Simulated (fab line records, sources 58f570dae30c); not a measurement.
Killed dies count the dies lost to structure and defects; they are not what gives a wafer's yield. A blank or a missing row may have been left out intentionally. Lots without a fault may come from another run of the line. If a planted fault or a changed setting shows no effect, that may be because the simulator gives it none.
fab line records    flow berkeley-cmos170    part 1 of 2: steps 1 to 23 of 33
record lots=5  wafers=15  last-day=13
route steps=331 shown FIELD@126 GATE@127 PLDD@145 NLDD@158
lots that met no fault: taken from a fault-free run of the same line
start-h: start of the lot's first displayed wafer, in hours after the record's first day    wait-h: how many hours have passed since the lot's step before this one    " as in the row above    L1.1+2: a row that stands for several wafers    - no value, or no start was given    * or withheld: withheld    < > ~ a bound
route shown NAME@n: names a module that has steps shown in the file, with the first one's number in the route    usual: mean/standard deviation taken from wafers without a fault    same: alike in all rows    chamber/n: place in a boat    sites: readings site by site    _std_site: standard deviation of those values    _edge_site: inner sites' mean taken away from outer sites' mean    radius-mm: for every site, how far away it sits from the centre of the wafer    mask NAME#n: copy n    behind: the tool/chamber that last shaped the wafer    hold: the reason the lot was held/the length of the hold in hours/how it ended    device: names the non-switching transistor (n, p or np)    end of line: the same wafers' tests at the end of the route    for a step that has no rows: nothing shown but its recipe    killed: the dies lost at the first sort to structure and to defects; this is not the yield of the wafer    map: shows each die of a wafer: x if killed, . if not, _ if none is there
set.NAME: the setting that was run; set.NAME@STEP: the one run at that earlier step    model.NAME: the simulator's own value behind a step, which no gauge read
lots seen at some steps along the route; tables by step, rows by wafer
services: when a tool's chamber went out of use (start-h, in hours from the record's first day, below 0 if earlier), for how many hours, and the reason
## steps
# step UCB170_FIELD_THK_MEAS_91
# recipe reads=SiO2_of_FIELD_OXIDATION_01
# usual FIELD_OXIDE_LEFT_2_THK=361/10
lot.wafer  tool           chamber  start-h  wait-h  FIELD_OXIDE_LEFT_2_THK[nm]
L075.2     film-metro-02  -        137.52   0.0     361
L075.4     "              -        "        "       371
L075.5     "              -        "        "       379
L089.3     film-metro-04  -        201.14   0.0     341
L089.4     "              -        "        "       342
L089.5     "              -        "        "       342
L090.2     film-metro-03  -        217.56   0.0     365
L090.3     "              -        "        "       368
L090.5     "              -        "        "       370
L091.1     film-metro-02  -        228.66   0.0     361
L091.2     "              -        "        "       357
L091.5     "              -        "        "       356
L097.1     film-metro-04  -        246.52   0.0     364
L097.3     "              -        "        "       361
L097.5     "              -        "        "       371
# step UCB170_GATE_OXIDATION_01
# recipe temp-c=850  ambient=O2  target-thk-a=66  ox-time-s=1800
# usual zone-power-load-pct=23.1/2.5
lot.wafer  tool        chamber  start-h  wait-h  zone-power-load-pct
L075.2     furnace-04  0        142.27   4.7     21.0
L075.4     "           0        "        "       21.0
L075.5     "           0        "        "       20.8
L089.3     furnace-04  0        203.97   2.8     20.8
L089.4     "           0        "        "       20.6
L089.5     "           0        "        "       20.9
L090.2     furnace-01  0        221.24   3.7     26.3
L090.3     "           0        "        "       26.1
L090.5     "           0        "        "       26.5
L091.1     furnace-02  0        232.94   4.3     25.3
L091.2     "           0        "        "       25.9
L091.5     "           0        "        "       25.6
L097.1     furnace-04  0        251.35   4.8     21.2
L097.3     "           0        "        "       20.6
L097.5     "           0        "        "       21.2
# step UCB170_GATE_THK_MEAS_02
# recipe reads=SiO2_of_GATE_OXIDATION_01
# usual GATE_OXIDE_THK=6.58/0.15
lot.wafer  tool           chamber  start-h  wait-h  GATE_OXIDE_THK[nm]
L075.2     film-metro-02  -        143.82   0.0     6.50
L075.4     "              -        "        "       6.46
L075.5     "              -        "        "       6.47
L089.3     film-metro-02  -        205.49   0.0     6.46
L089.4     "              -        "        "       6.53
L089.5     "              -        "        "       6.48
L090.2     film-metro-01  -        222.75   0.0     6.31
L090.3     "              -        "        "       6.29
L090.5     "              -        "        "       6.40
L091.1     film-metro-03  -        234.44   0.0     6.63
L091.2     "              -        "        "       6.59
L091.5     "              -        "        "       6.48
L097.1     film-metro-01  -        252.87   0.0     6.82
L097.3     "              -        "        "       6.63
L097.5     "              -        "        "       6.55
# step UCB170_GATE_ANNEAL_03
# recipe temp-c=900  time-s=1800  ambient=N2
# usual zone-power-load-pct=28.6/2
lot.wafer  tool        chamber  start-h  wait-h  zone-power-load-pct
L075.2     furnace-02  0        147.39   3.6     28.6
L075.4     "           0        "        "       28.2
L075.5     "           0        "        "       29.0
L089.3     furnace-01  0        209.55   4.1     29.5
L089.4     "           0        "        "       30.0
L089.5     "           0        "        "       29.8
L090.2     furnace-01  0        226.82   4.1     29.6
L090.3     "           0        "        "       29.6
L090.5     "           0        "        "       30.0
L091.1     furnace-01  0        236.92   2.5     29.0
L091.2     "           0        "        "       29.7
L091.5     "           0        "        "       29.7
L097.1     furnace-04  0        256.02   3.1     23.7
L097.3     "           0        "        "       23.7
L097.5     "           0        "        "       23.6
# step UCB170_GATE_CVD_04
# recipe material=poly-Si  temp-c=610  precursor=SiH4  time-s=1440  pressure-mtorr=375  target-thk-nm=214  sih4-flow-sccm=120
# usual sih4-flow-sccm=119.9/0.37  zone-power-load-pct=11.3/1.2
lot.wafer  tool      chamber  start-h  wait-h  sih4-flow-sccm  zone-power-load-pct
L075.2     lpcvd-02  1        149.08   0.2     119.1           11.3
L075.4     "         1        "        "       119.9           11.4
L075.5     "         1        "        "       119.4           11.4
L089.3     lpcvd-02  1        211.05   0.0     119.7           11.3
L089.4     "         1        "        "       120.6           11.1
L089.5     "         1        "        "       119.9           11.3
L090.2     lpcvd-01  0        228.74   0.4     119.6           9.9
L090.3     "         0        "        "       119.9           10.0
L090.5     "         0        "        "       120.0           9.8
L091.1     lpcvd-02  1        238.42   0.0     120.1           11.3
L091.2     "         1        "        "       119.8           11.3
L091.5     "         1        "        "       120.7           11.3
L097.1     lpcvd-02  0        257.52   0.0     119.9           9.9
L097.3     "         0        "        "       119.8           10.0
L097.5     "         0        "        "       119.8           10.0
# step UCB170_GATE_THK_MEAS_05
# recipe reads=poly-Si_of_GATE_CVD_04
# usual GATE_POLY_THK=214.6/2.4
lot.wafer  tool           chamber  start-h  wait-h  GATE_POLY_THK[nm]
L075.2     film-metro-03  -        150.63   0.1     217.7
L075.4     "              -        "        "       217.9
L075.5     "              -        "        "       217.9
L089.3     film-metro-01  -        212.47   0.0     214.3
L089.4     "              -        "        "       213.9
L089.5     "              -        "        "       212.3
L090.2     film-metro-02  -        230.15   0.0     212.6
L090.3     "              -        "        "       212.5
L090.5     "              -        "        "       214.7
L091.1     film-metro-03  -        239.83   0.0     217.3
L091.2     "              -        "        "       216.1
L091.5     "              -        "        "       215.2
L097.1     film-metro-03  -        258.92   0.0     212.0
L097.3     "              -        "        "       213.8
L097.5     "              -        "        "       212.6
# step UCB170_GATE_COAT_06
# recipe resist=BARC  temp-c=withheld  time-s=withheld  spin-rpm=3000  resist-thk-nm=withheld
# usual dispense-pressure-kPa=46.7/0.5  resist-line-temp-C=*  spin-speed-rpm=3000.1/1.9
lot.wafer  tool            chamber  start-h  wait-h  dispense-pressure-kPa  resist-line-temp-C  spin-speed-rpm
L075.2     litho-track-03  0        151.02   0.4     46.2                   *                   2999.6
L075.4     "               0        "        "       46.2                   *                   3002.1
L075.5     "               0        "        "       46.2                   *                   2999.5
L089.3     litho-track-03  0        212.98   0.5     46.3                   *                   3001.4
L089.4     "               0        "        "       46.2                   *                   3001.5
L089.5     "               0        "        "       46.2                   *                   3002.0
L090.2     litho-track-04  0        230.61   0.5     47.3                   *                   2996.9
L090.3     "               0        "        "       47.3                   *                   3000.0
L090.5     "               0        "        "       47.3                   *                   2997.6
L091.1     litho-track-04  0        240.27   0.4     47.3                   *                   2999.9
L091.2     "               0        "        "       47.3                   *                   2997.2
L091.5     "               0        "        "       47.3                   *                   2998.2
L097.1     litho-track-04  0        258.98   0.1     47.3                   *                   3000.9
L097.3     "               0        "        "       47.3                   *                   2998.6
L097.5     "               0        "        "       47.3                   *                   2999.0
# step UCB170_GATE_COAT_07
# recipe resist=KrF  spin-rpm=1500  resist-thk-nm=900
# usual dispense-pressure-kPa=46.7/0.5  resist-line-temp-C=23.03/0.097  spin-speed-rpm=1499.9/0.87
lot.wafer  tool            chamber  start-h  wait-h  dispense-pressure-kPa  resist-line-temp-C  spin-speed-rpm
L075.2     litho-track-03  0        -        -       46.2                   22.90               1500.3
L075.4     "               0        "        "       46.2                   22.92               1499.4
L075.5     "               0        "        "       46.2                   23.03               1500.6
L089.3     litho-track-03  0        -        -       46.2                   22.96               1500.2
L089.4     "               0        "        "       46.2                   23.13               1499.6
L089.5     "               0        "        "       46.2                   22.79               1499.5
L090.2     litho-track-04  0        -        -       47.3                   23.10               1501.5
L090.3     "               0        "        "       47.3                   23.04               1500.1
L090.5     "               0        "        "       47.3                   23.13               1498.9
L091.1     litho-track-04  0        -        -       47.3                   22.91               1500.5
L091.2     "               0        "        "       47.4                   22.95               1501.4
L091.5     "               0        "        "       47.3                   23.01               1501.2
L097.1     litho-track-04  0        -        -       47.3                   23.03               1500.8
L097.3     "               0        "        "       47.3                   23.16               1499.1
L097.5     "               0        "        "       47.3                   23.10               1500.8
# step UCB170_GATE_SOFTBAKE_08
# recipe resist=KrF  temp-c=130  time-s=60
# usual resist-line-temp-C=23.03/0.12
lot.wafer  tool            chamber  start-h  wait-h  resist-line-temp-C
L075.2     litho-track-03  0        -        -       23.02
L075.4     "               0        "        "       23.13
L075.5     "               0        "        "       23.19
L089.3     litho-track-03  0        -        -       23.13
L089.4     "               0        "        "       22.99
L089.5     "               0        "        "       22.86
L090.2     litho-track-04  0        -        -       22.97
L090.3     "               0        "        "       22.99
L090.5     "               0        "        "       22.92
L091.1     litho-track-04  0        -        -       22.93
L091.2     "               0        "        "       23.01
L091.5     "               0        "        "       23.01
L097.1     litho-track-04  0        -        -       22.94
L097.3     "               0        "        "       23.05
L097.5     "               0        "        "       23.10
# step UCB170_GATE_EXPOSE_09
# recipe mask-id=POLY  target-cd-nm=350  na=0.5  sigma-outer=0.6  source-shape=conventional  dose-mj=21
# usual focus-offset-nm=0.0/0.52  stage-vel-mm-s=499.98/0.27
lot.wafer  tool            chamber  start-h  wait-h  mask    focus-offset-nm  stage-vel-mm-s
L075.2     krf-scanner-01  0        151.74   -       POLY#0  -0.5             499.99
L075.4     "               0        "        "       POLY#0  -0.3             499.96
L075.5     "               0        "        "       POLY#0  -0.2             499.95
L089.3     krf-scanner-01  0        213.65   -       POLY#0  0.0              500.19
L089.4     "               0        "        "       POLY#0  0.4              500.33
L089.5     "               0        "        "       POLY#0  1.1              499.75
L090.2     krf-scanner-01  0        231.18   -       POLY#0  0.0              500.27
L090.3     "               0        "        "       POLY#0  0.5              499.73
L090.5     "               0        "        "       POLY#0  -0.2             499.76
L091.1     krf-scanner-02  0        240.97   -       POLY#0  0.6              500.03
L091.2     "               0        "        "       POLY#0  0.4              500.22
L091.5     "               0        "        "       POLY#0  0.3              499.94
L097.1     krf-scanner-02  0        259.55   -       POLY#0  -0.1             499.48
L097.3     "               0        "        "       POLY#0  -0.4             499.39
L097.5     "               0        "        "       POLY#0  -0.6             499.65
# step UCB170_GATE_PEB_10
# recipe peb-temp-c=130  peb-time-s=withheld  resist=KrF
# usual resist-line-temp-C=23.05/0.1
lot.wafer  tool            chamber  start-h  wait-h  resist-line-temp-C
L075.2     litho-track-03  0        152.19   0.4     22.89
L075.4     "               0        "        "       22.79
L075.5     "               0        "        "       23.01
L089.3     litho-track-03  0        213.78   0.1     23.06
L089.4     "               0        "        "       23.01
L089.5     "               0        "        "       22.96
L090.2     litho-track-04  0        231.33   0.1     23.14
L090.3     "               0        "        "       23.25
L090.5     "               0        "        "       23.04
L091.1     litho-track-03  0        241.09   0.1     23.20
L091.2     "               0        "        "       23.09
L091.5     "               0        "        "       23.16
L097.1     litho-track-03  0        259.66   0.1     23.01
L097.3     "               0        "        "       23.04
L097.5     "               0        "        "       23.06
# step UCB170_GATE_DEVELOP_11
# recipe developer=TMAH  develop-time-s=45  resist=KrF  dev-temp-c=21
# usual resist-line-temp-C=23.01/0.12
lot.wafer  tool            chamber  start-h  wait-h  resist-line-temp-C
L075.2     litho-track-03  0        -        -       23.06
L075.4     "               0        "        "       23.20
L075.5     "               0        "        "       23.13
L089.3     litho-track-03  0        -        -       23.04
L089.4     "               0        "        "       23.06
L089.5     "               0        "        "       23.00
L090.2     litho-track-04  0        -        -       22.93
L090.3     "               0        "        "       23.00
L090.5     "               0        "        "       22.95
L091.1     litho-track-03  0        -        -       22.97
L091.2     "               0        "        "       23.07
L091.5     "               0        "        "       23.09
L097.1     litho-track-03  0        -        -       23.03
L097.3     "               0        "        "       22.97
L097.5     "               0        "        "       23.07
# step UCB170_GATE_CD_MEAS_12
# recipe target-cd-nm=350
# usual cd-nm=350.0/1.2
lot.wafer  tool       chamber  start-h  wait-h  cd-nm
L075.2     cd-sem-01  -        152.46   -       351.7
L075.4     "          -        "        "       351.9
L075.5     "          -        "        "       349.9
L089.3     cd-sem-01  -        214.04   -       348.3
L089.4     "          -        "        "       349.4
L089.5     "          -        "        "       349.4
L090.2     cd-sem-01  -        231.60   -       349.4
L090.3     "          -        "        "       348.8
L090.5     "          -        "        "       349.6
L091.1     cd-sem-02  -        241.37   -       349.5
L091.2     "          -        "        "       350.1
L091.5     "          -        "        "       352.1
L097.1     cd-sem-01  -        259.94   -       350.0
L097.3     "          -        "        "       350.1
L097.5     "          -        "        "       349.5
# step UCB170_GATE_OVL_MEAS_13
# usual GATE_OVL=3/6
lot.wafer  tool        chamber  start-h  wait-h  GATE_OVL[nm]
L075.2     overlay-01  -        152.59   0.1     -1
L075.4     "           -        "        "       13
L075.5     "           -        "        "       6
L089.3     overlay-02  -        214.14   0.1     9
L089.4     "           -        "        "       5
L089.5     "           -        "        "       3
L090.2     overlay-01  -        231.71   0.1     -1
L090.3     "           -        "        "       3
L090.5     "           -        "        "       10
L091.1     overlay-02  -        241.49   0.1     1
L091.2     "           -        "        "       1
L091.5     "           -        "        "       1
L097.1     overlay-02  -        260.06   0.1     7
L097.3     "           -        "        "       8
L097.5     "           -        "        "       7
# step UCB170_GATE_ETCH_14
# recipe chemistry=N2/H2  target-depth-a=withheld  overetch-a=withheld  target=BARC  time-s=withheld  source-w=500  bias-w=100  pressure-mtorr=30  n2-flow-sccm=100  h2-flow-sccm=200
# usual drypump-motor-current-A=5.7/0.44  oes-product-au=0.995/0.016  throttle-valve-pct=13.26/0.15
lot.wafer  tool         chamber  start-h  wait-h  drypump-motor-current-A  oes-product-au  throttle-valve-pct
L075.2     rie-diel-03  0        152.62   0.0     5.4                      1.016           13.25
L075.4     "            2        "        "       5.6                      0.999           13.04
L075.5     "            2        "        "       5.7                      1.002           13.06
L089.3     rie-diel-03  1        214.16   0.0     6.4                      1.007           13.11
L089.4     "            2        "        "       5.7                      0.999           13.06
L089.5     "            1        "        "       6.4                      0.991           13.11
L090.2     rie-diel-02  0        231.74   0.0     6.1                      1.018           13.16
L090.3     "            3        "        "       5.5                      0.974           13.44
L090.5     "            2        "        "       5.2                      1.002           13.31
L091.1     rie-diel-02  3        241.52   0.0     5.5                      0.981           13.45
L091.2     "            0        "        "       6.1                      1.012           13.18
L091.5     "            0        "        "       6.1                      1.024           13.18
L097.1     rie-diel-02  1        260.10   0.0     6.3                      0.977           13.26
L097.3     "            0        "        "       6.2                      1.010           13.19
L097.5     "            2        "        "       5.2                      1.007           13.29
# step UCB170_GATE_ETCH_15
# recipe chemistry=HBr/Cl2  target=poly-Si  stop-on=SiO2  over-etch-frac=0.3  icp-w=300  bias-w=150  time-s=56.3  pressure-mtorr=15  HBr_flow_sccm=150  Cl2_flow_sccm=50  target-depth-a=2782
# usual drypump-motor-current-A=5.4/0.58  oes-product-au=0.832/0.012  throttle-valve-pct=26.38/0.2
lot.wafer  tool       chamber  start-h  wait-h  drypump-motor-current-A  oes-product-au  rf-hours-counter-h  throttle-valve-pct
L075.2     rie-si-01  1        152.67   -       5.5                      0.843           1                   26.31
L075.4     "          2        "        "       6.4                      0.857           0                   26.07
L075.5     "          3        "        "       5.0                      0.852           -                   26.14
L089.3     rie-si-01  0        214.20   -       6.0                      0.809           2                   26.32
L089.4     "          2        "        "       6.4                      0.836           0                   26.07
L089.5     "          3        "        "       5.0                      0.831           -                   26.14
L090.2     rie-si-02  1        231.78   -       5.9                      0.838           1                   26.66
L090.3     "          2        "        "       5.2                      0.825           69                  26.31
L090.5     "          0        "        "       4.8                      0.834           -                   26.54
L091.1     rie-si-01  3        241.56   -       5.0                      0.840           95                  26.14
L091.2     "          0        "        "       6.0                      0.816           2                   26.31
L091.5     "          1        "        "       5.4                      0.831           -                   26.31
L097.1     rie-si-02  2        260.14   -       5.2                      0.832           69                  26.30
L097.3     "          3        "        "       4.8                      0.812           60                  26.59
L097.5     "          0        "        "       4.8                      0.830           -                   26.52
# step UCB170_GATE_STRIP_16
# recipe chemistry=O2  power-w=400  pressure-mtorr=3500  platen-temp-c=withheld  o2-flow-sccm=400  overash-fraction=0.5
# usual drypump-motor-current-A=5.4/0.56  oes-product-au=0.724/0.0047
lot.wafer  tool             chamber  start-h  wait-h  drypump-motor-current-A  oes-product-au  rf-hours-counter-h
L075.2     plasma-asher-03  1        152.71   0.0     4.9                      0.724           2
L075.4     "                1        "        "       4.8                      0.722           -
L075.5     "                0        "        "       5.9                      0.727           -
L089.3     plasma-asher-03  0        214.28   0.1     5.9                      0.733           -
L089.4     "                1        "        "       4.8                      0.732           -
L089.5     "                0        "        "       5.9                      0.730           -
L090.2     plasma-asher-02  1        231.83   0.0     6.0                      0.725           52
L090.3     "                0        "        "       5.2                      0.728           -
L090.5     "                0        "        "       5.1                      0.725           -
L091.1     plasma-asher-04  0        241.61   0.0     6.0                      0.728           53
L091.2     "                1        "        "       4.7                      0.721           53
L091.5     "                0        "        "       6.0                      0.721           -
L097.1     plasma-asher-03  1        260.19   0.0     4.9                      0.726           14
L097.3     "                1        "        "       4.9                      0.717           -
L097.5     "                0        "        "       5.9                      0.731           -
# step UCB170_GATE_CD_MEAS_90
# recipe target-cd-nm=350
# usual cd-nm=350.0/1.2
lot.wafer  tool       chamber  start-h  wait-h  cd-nm
L075.2     cd-sem-02  -        152.83   0.1     351.6
L075.4     "          -        "        "       351.5
L075.5     "          -        "        "       349.2
L089.3     cd-sem-02  -        214.39   0.1     348.4
L089.4     "          -        "        "       349.3
L089.5     "          -        "        "       349.6
L090.2     cd-sem-02  -        231.95   0.1     349.1
L090.3     "          -        "        "       349.3
L090.5     "          -        "        "       349.9
L091.1     cd-sem-02  -        241.73   0.1     349.4
L091.2     "          -        "        "       350.5
L091.5     "          -        "        "       350.7
L097.1     cd-sem-02  -        260.29   0.1     349.8
L097.3     "          -        "        "       349.8
L097.5     "          -        "        "       350.0
# step UCB170_GATE_CLEAN_17
# recipe chemistry=SPM  temp-c=120  time-s=600
lot.wafer   tool          chamber  start-h  wait-h
L075.2+4+5  wet-bench-03  0        153.06   0.2
L089.3+4+5  wet-bench-03  0        214.59   0.2
L090.2+3+5  wet-bench-03  1        232.05   0.1
L091.1+2+5  wet-bench-03  3        241.92   0.2
L097.1+3+5  wet-bench-03  1        260.48   0.2
# step UCB170_PLDD_HMDS_00
# recipe prime-time-s=60  prime-temp-c=100
# usual prime-temp-c=99.99/0.13  resist-line-temp-C=23.01/0.11
lot.wafer  tool            chamber  start-h  wait-h  prime-temp-c  resist-line-temp-C
L075.2     litho-track-02  0        153.55   0.3     100.20        22.98
L075.4     "               0        "        "       100.23        22.93
L075.5     "               0        "        "       100.11        22.92
L089.3     litho-track-01  0        214.82   0.1     100.02        23.20
L089.4     "               0        "        "       99.98         23.38
L089.5     "               0        "        "       100.10        23.18
L090.2     litho-track-01  0        232.25   0.0     99.94         22.92
L090.3     "               0        "        "       100.05        23.04
L090.5     "               0        "        "       100.07        22.97
L091.1     litho-track-01  0        242.17   0.1     100.03        22.94
L091.2     "               0        "        "       100.27        23.02
L091.5     "               0        "        "       100.05        23.01
L097.1     litho-track-03  0        260.67   0.0     99.87         22.98
L097.3     "               0        "        "       99.95         22.88
L097.5     "               0        "        "       99.96         23.00
# step UCB170_PLDD_COAT_01
# recipe resist=KrF  spin-rpm=1500  resist-thk-nm=900
# usual dispense-pressure-kPa=47.1/1.1  resist-line-temp-C=23.02/0.1  spin-speed-rpm=1500.1/1
lot.wafer  tool            chamber  start-h  wait-h  dispense-pressure-kPa  resist-line-temp-C  spin-speed-rpm
L075.2     litho-track-02  0        153.70   0.1     46.3                   23.04               1500.3
L075.4     "               0        "        "       46.3                   23.08               1500.3
L075.5     "               0        "        "       46.3                   22.98               1501.8
L089.3     litho-track-01  0        214.97   0.1     48.6                   23.13               1499.2
L089.4     "               0        "        "       48.6                   23.10               1500.2
L089.5     "               0        "        "       48.6                   23.17               1500.4
L090.2     litho-track-01  0        232.40   0.1     48.6                   22.94               1501.5
L090.3     "               0        "        "       48.6                   23.12               1500.6
L090.5     "               0        "        "       48.6                   23.33               1501.0
L091.1     litho-track-01  0        242.32   0.1     48.6                   22.80               1501.6
L091.2     "               0        "        "       48.6                   22.98               1499.4
L091.5     "               0        "        "       48.6                   23.05               1501.3
L097.1     litho-track-03  0        260.82   0.1     46.2                   22.94               1500.4
L097.3     "               0        "        "       46.2                   22.86               1501.4
L097.5     "               0        "        "       46.3                   22.83               1501.3
# step UCB170_PLDD_SOFTBAKE_02
# recipe resist=KrF  temp-c=130  time-s=60
# usual resist-line-temp-C=22.98/0.1
lot.wafer  tool            chamber  start-h  wait-h  resist-line-temp-C
L075.2     litho-track-02  0        153.85   0.1     23.01
L075.4     "               0        "        "       22.83
L075.5     "               0        "        "       22.88
L089.3     litho-track-01  0        215.12   0.1     23.01
L089.4     "               0        "        "       23.01
L089.5     "               0        "        "       22.79
L090.2     litho-track-01  0        232.55   0.1     23.10
L090.3     "               0        "        "       22.92
L090.5     "               0        "        "       23.02
L091.1     litho-track-01  0        242.47   0.1     23.21
L091.2     "               0        "        "       23.03
L091.5     "               0        "        "       23.11
L097.1     litho-track-03  0        260.97   0.1     22.84
L097.3     "               0        "        "       22.98
L097.5     "               0        "        "       22.97
# step UCB170_PLDD_EXPOSE_03
# recipe mask-id=PSELECT  na=0.5  sigma-outer=0.6  source-shape=conventional  target-cd-nm=1200  dose-mj=30
# usual focus-offset-nm=-0.1/0.56  stage-vel-mm-s=500.06/0.29
lot.wafer  tool            chamber  start-h  wait-h  mask       focus-offset-nm  stage-vel-mm-s
L075.2     krf-scanner-01  0        154.00   0.1     PSELECT#0  0.0              500.29
L075.4     "               0        "        "       PSELECT#0  -0.7             500.26
L075.5     "               0        "        "       PSELECT#0  0.5              500.06
L089.3     krf-scanner-02  0        215.38   0.2     PSELECT#0  0.6              499.69
L089.4     "               0        "        "       PSELECT#0  0.3              499.90
L089.5     "               0        "        "       PSELECT#0  0.8              500.42
L090.2     krf-scanner-02  0        232.82   0.2     PSELECT#0  0.3              500.24
L090.3     "               0        "        "       PSELECT#0  -0.1             499.83
L090.5     "               0        "        "       PSELECT#0  0.2              500.16
L091.1     krf-scanner-01  0        242.75   0.2     PSELECT#0  0.3              499.92
L091.2     "               0        "        "       PSELECT#0  -0.3             499.77
L091.5     "               0        "        "       PSELECT#0  -0.4             499.89
L097.1     krf-scanner-01  0        261.29   0.3     PSELECT#0  -0.2             499.87
L097.3     "               0        "        "       PSELECT#0  0.7              499.86
L097.5     "               0        "        "       PSELECT#0  0.9              499.85
